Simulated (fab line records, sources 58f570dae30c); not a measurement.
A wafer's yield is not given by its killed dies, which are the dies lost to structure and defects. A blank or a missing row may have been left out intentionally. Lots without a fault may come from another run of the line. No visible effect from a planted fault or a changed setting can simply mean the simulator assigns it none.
Code-filled problem report in 8D (eight disciplines) form || flow berkeley cmos170 || the parts of the form that need people (team, actions taken, sign-off) are left out

== 1. WHAT WENT WRONG ==
Across 6 wafers from 2 lots, NVT_TW at UCB170_NVT_TW_MEAS_09 averages 609.8, while fault-free wafers read 525.5 with a standard deviation of 2.2. Relative to the usual mean, that is a shift of +38 standard deviations.
First observed at day 8 06:26: wafer L408.2, on film metro-03. The record has a number at this step for 42 wafers belonging to 14 lots. By rule, "out" or "out of limits" means more than 4 standard deviations away from the usual mean. Any other wafer with a number is counted as sound.

== 2. WHAT IT IS; WHAT IT IS NOT ==
{"question": "which readings at this step", "is": "NVT_TW", "is not": "-"}
{"question": "which lots", "is": "L408, L410", "is not": "L400, L402, L403, L411, L412, L413, L414, L415, L416, L418, L420, L422"}
{"question": "which wafers of those lots", "is": "all that have a number", "is not": "-"}
{"question": "read on which gauges", "is": "film metro-03, film metro-04", "is not": "film metro-02"}
{"question": "when", "is": "from day 8 06:26", "is not": "up to then (9 sound wafers); but 27 sound wafers of L411, L412, L413, L414, L415, L416, L418, L420, L422 came after"}

== 3. THE SUSPECTS, EACH WITH WHAT RULES IT OUT ==
Counting: a tool at a process step up to the reading stays a suspect if it ran every lot that is out and no sound lot after the first of them.
- the gauge at UCB170_NVT_TW_MEAS_09 has been ruled out. The wafers that are out were read on 2 gauges (film metro-03, film metro-04).
- implanter-03 at UCB170_NVT_IMPLANT_07: kept. It ran every lot that is out, first L408 (day 8 06:11), and no sound lot after that; its last sound lot up to then is L400 (day 6 20:26). Its own readings are out on those wafers: dose ions cm2, faraday current uA.
Remaining after the count: implanter-03 at UCB170_NVT_IMPLANT_07.

== 4. THE CAUSE (what the simulator had put in) ==
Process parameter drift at UCB170_NVT_IMPLANT_07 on implanter-03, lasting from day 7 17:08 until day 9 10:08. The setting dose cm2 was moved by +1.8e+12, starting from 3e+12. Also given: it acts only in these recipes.
Counting left only this tool.

== 5. SEQUENCE OF EFFECTS, ordered by route ==
Rows list readings where the struck wafers' mean (over those with a number) sits beyond 3 standard deviations from the usual. Only readings whose record carries a usual standard deviation are examined. hours: median over the lots of the time between each lot's start at the first step of this table that gives one and its start at this step. sigmas: the change, counted in usual standard deviations.
{"hours": 0, "step": "UCB170_NVT_IMPLANT_07", "reading": "dose ions cm2", "usual": 3.001e+12, "on struck wafers": 4.800e+12, "change": "+1.800e+12", "sigmas": "+99 or more"}
{"hours": 0, "step": "UCB170_NVT_IMPLANT_07", "reading": "faraday current uA", "usual": 9.49, "on struck wafers": 15.34, "change": "+5.85", "sigmas": "+31"}
{"hours": 0, "step": "UCB170_NVT_TW_MEAS_09", "reading": "NVT_TW", "usual": 525.5, "on struck wafers": 609.8, "change": "+84.2", "sigmas": "+38"}
It contains these process steps:
- UCB170_NVT_IMPLANT_07
Later measuring or inspecting steps at which every struck wafer that the step has a row for has a number for every such reading, and none has moved that far: UCB170_V1_CD_MEAS_12, UCB170_M2_THK_MEAS_03.

== 6. HOW IT WOULD HAVE BEEN CAUGHT EARLIER ==
In this record the first reading out of limits at a measuring or inspecting step was taken at day 8 06:26, 13 hours after the fault began at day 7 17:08.
At UCB170_NVT_IMPLANT_07, the tool's own readings (dose ions cm2, faraday current uA) were out on each struck wafer the step has a row for, so an alarm limit on them would have fired on the first such wafer.
Lots out: 2; of these, L410 started UCB170_NVT_IMPLANT_07 on implanter-03 after day 8 06:26. Had the tool been put on hold then, it would have been spared.
